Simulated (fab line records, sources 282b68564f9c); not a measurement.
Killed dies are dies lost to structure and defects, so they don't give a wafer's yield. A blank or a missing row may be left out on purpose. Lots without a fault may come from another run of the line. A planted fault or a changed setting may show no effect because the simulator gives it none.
Problem report in the 8D (eight disciplines) form, filled by code | flow rit_cmos | the parts of the form that need people (team, actions taken, sign-off) are left out

1. THE PROBLEM
NWELL_RS at RIT_WELLDRIVE_RS_MEAS_01 reads a mean of 260.0 ohm/sq on 9 wafers of 3 lots; wafers without a fault read 275.3 ohm/sq with a standard deviation of 0.64. That is -24 standard deviations from the usual mean.
The step: measures by four-point-probe.
First seen on wafer L612.2, day 4 02:47, on film_metro-02. The record holds 45 wafers of 15 lots with a number at this step. Rule for "out", or "out of limits": more than 4 standard deviations from the usual mean. The other wafers with a number count as sound.

2. WHAT IT IS AND WHAT IT IS NOT
question                    | is                           | is not
which readings at this step | NWELL_RS                     | -
which lots                  | L612, L614, L616             | L603, L604, L605, L606, L607, L609, L611, L613, L620, L621, L623, L624
which wafers of those lots  | all that have a number       | -
read on which gauges        | film_metro-02, film_metro-03 | film_metro-04
when                        | from day 4 02:47             | up to then (21 sound wafers); but 15 sound wafers of L613, L620, L621, L623, L624 came after

3. SUSPECTS, AND WHAT RULES EACH OUT
Counting: a tool at a process step up to the reading stays a suspect if it ran every lot that is out and no sound lot after the first of them.
- the gauge at RIT_WELLDRIVE_RS_MEAS_01: ruled out. The wafers that are out were read on 2 gauges (film_metro-02, film_metro-03).
- furnace-04 at RIT_WELLDRIVE_ANNEAL_00 (time 14700 s): kept. It ran every lot that is out, first L612 (day 3 21:41), and no sound lot after that; its last sound lot up to then is L611 (day 3 16:36). Its own readings are out on those wafers: spike_tc_centre_C, spike_tc_source_C, tube_center_temp_C, tube_center_temp_C_max.
Left after counting: furnace-04 at RIT_WELLDRIVE_ANNEAL_00.

4. THE CAUSE (what the simulator had put in)
Process parameter drift: furnace-04, from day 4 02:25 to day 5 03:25, at RIT_WELLDRIVE_ANNEAL_00. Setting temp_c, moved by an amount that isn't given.
Counting left only this tool.

5. THE CHAIN OF EFFECTS, in route order
Each row: a reading whose mean over the struck wafers that have a number lies more than 3 standard deviations from the usual. Only readings for which the record gives a usual standard deviation are gone through. hours: the time from each lot's start at the first step in this table that gives one to its start at this step, as a median over the lots. sigmas: the change in usual standard deviations.
hours | step                     | reading                | usual        | on struck wafers | change | sigmas
0     | RIT_WELLDRIVE_ANNEAL_00  | spike_tc_centre_C      | 1101.4 C     | 1115.6           | +14.2  | +10
0     | RIT_WELLDRIVE_ANNEAL_00  | spike_tc_source_C      | 1128.5 C     | 1143.9           | +15.4  | +10
0     | RIT_WELLDRIVE_ANNEAL_00  | tube_center_temp_C     | 1100 C       | 1115             | +15    | +99 or more
0     | RIT_WELLDRIVE_ANNEAL_00  | tube_center_temp_C_max | 1102.8       | 1117.7           | +14.9  | +33
5     | RIT_WELLDRIVE_RS_MEAS_01 | NWELL_RS               | 275.3 ohm/sq | 260.0            | -15.3  | -24
5     | RIT_WELLDRIVE_RS_MEAS_02 | PWELL_RS               | 429.4 ohm/sq | 412.7            | -16.7  | -13
The process steps in it:
- RIT_WELLDRIVE_ANNEAL_00: time 14700 s.

6. WHAT WOULD HAVE CAUGHT IT SOONER
In this record the first reading out of limits at a measuring or inspecting step was taken at day 4 02:47, 0 hours after the fault began at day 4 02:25.
The tool's own readings at RIT_WELLDRIVE_ANNEAL_00 were out on every struck wafer that the step has a row for (spike_tc_centre_C, spike_tc_source_C, tube_center_temp_C, tube_center_temp_C_max): an alarm limit on them would have fired on the first of those.
Of the lots that are out (3), L614, L616 began RIT_WELLDRIVE_ANNEAL_00 on furnace-04 after day 4 02:47. A hold on the tool at that time would have spared those 2.
